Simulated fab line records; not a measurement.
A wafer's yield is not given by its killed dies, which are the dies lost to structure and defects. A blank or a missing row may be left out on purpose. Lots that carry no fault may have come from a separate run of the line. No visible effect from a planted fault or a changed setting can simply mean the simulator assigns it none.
What tool caused it?	flow berkeley cmos170	Sampling: 14 lots, 42 wafers, 2 of 331 route steps

== WHAT EACH GAUGE READ, for each wafer ==
UCB170_CONTACT_CD_MEAS_15: target cd 700 nm. Usual: cd nm 699.8 nm, standard deviation 1.1.
lot	measured	on	cd nm (nm)	flag
L155	day 7 07:52	cd sem-01	700.2 698.8 699.5	
L156	day 7 09:25	cd sem-02	699.6 700.6 699.8	
L161	day 8 14:18	cd sem-02	701.1 701.4 702.2	
L160	day 8 14:38	cd sem-02	698.4 699.1 699.5	
L162	day 8 22:08	cd sem-02	699.4 699.1 700.4	
L169	day 10 01:17	cd sem-01	698.9 700.5 700.3	
L165	day 10 01:52	cd sem-02	698.9 699.2 700.1	
L166	day 10 01:53	cd sem-01	699.5 699.0 698.9	
L171	day 10 03:48	cd sem-02	699.3 700.6 700.3	
L170	day 10 04:06	cd sem-02	700.4 699.5 698.8	
L174	day 10 14:41	cd sem-01	699.2 700.5 698.7	
L172	day 10 15:53	cd sem-02	697.9 700.1 699.6	
L177	day 11 15:21	cd sem-02	699.0 698.5 698.4	
L176	day 11 16:07	cd sem-02	700.1 700.0 700.0	

UCB170_V1_CD_MEAS_12: target cd 700 nm. Usual: cd nm 699.5 nm, standard deviation 1.4.
lot	measured	on	cd nm (nm)	flag
L155	day 7 15:58	cd sem-02	700.0 698.8 700.3	
L156	day 7 18:48	cd sem-02	700.4 698.3 698.9	
L161	day 9 01:09	cd sem-01	697.7 697.1 699.5	
L160	day 9 01:26	cd sem-02	702.0 701.7 702.0	
L162	day 9 06:21	cd sem-02	698.2 700.4 700.4	
L169	day 10 10:52	cd sem-01	699.7 697.8 699.5	
L165	day 10 11:23	cd sem-02	696.8 698.0 697.4	
L166	day 10 11:05	cd sem-02	699.8 698.7 698.1	
L171	day 10 11:08	cd sem-01	697.3 698.3 699.0	
L170	day 10 11:43	cd sem-02	699.3 698.9 699.7	
L174	day 11 00:28	cd sem-02	702.5 701.4 701.3	
L172	day 11 02:37	cd sem-02	700.0 701.2 701.1	
L177	day 12 00:28	cd sem-01	700.2 698.2 698.0	
L176	day 12 00:22	cd sem-01	696.6 697.5 698.4	

== WHICH TOOL RAN EACH LOT (tool, then ch and the chambers of the sampled wafers, then the start) ==
There is no process step in the record ahead of these readings.

== WHAT THE TOOLS THEMSELVES READ (means of the sampled wafers that have a number; where no wafer has one, the mark that the record gives instead) ==
The record holds no such reading with a usual standard deviation.

== THE ANSWER, worked out from the rows above alone ==
Rule: take the mean of a lot's wafers that have a number; if it is more than 3 standard deviations from the usual mean, the lot is off. A lot without any number at a reading at which 4 lots or more have one is off too. All remaining lots with rows at the step are treated as sound. The gauges are gone through in route order, then the tools' own readings, and for those a lot's mean is taken as printed above. The first step at which some lot is off is used, and at that step the reading that is off furthest; a lot without a number counts as furthest.
No lot is off at any reading shown: from this, nothing can be told.

== WHAT WAS PUT IN BY THE SIMULATOR ==
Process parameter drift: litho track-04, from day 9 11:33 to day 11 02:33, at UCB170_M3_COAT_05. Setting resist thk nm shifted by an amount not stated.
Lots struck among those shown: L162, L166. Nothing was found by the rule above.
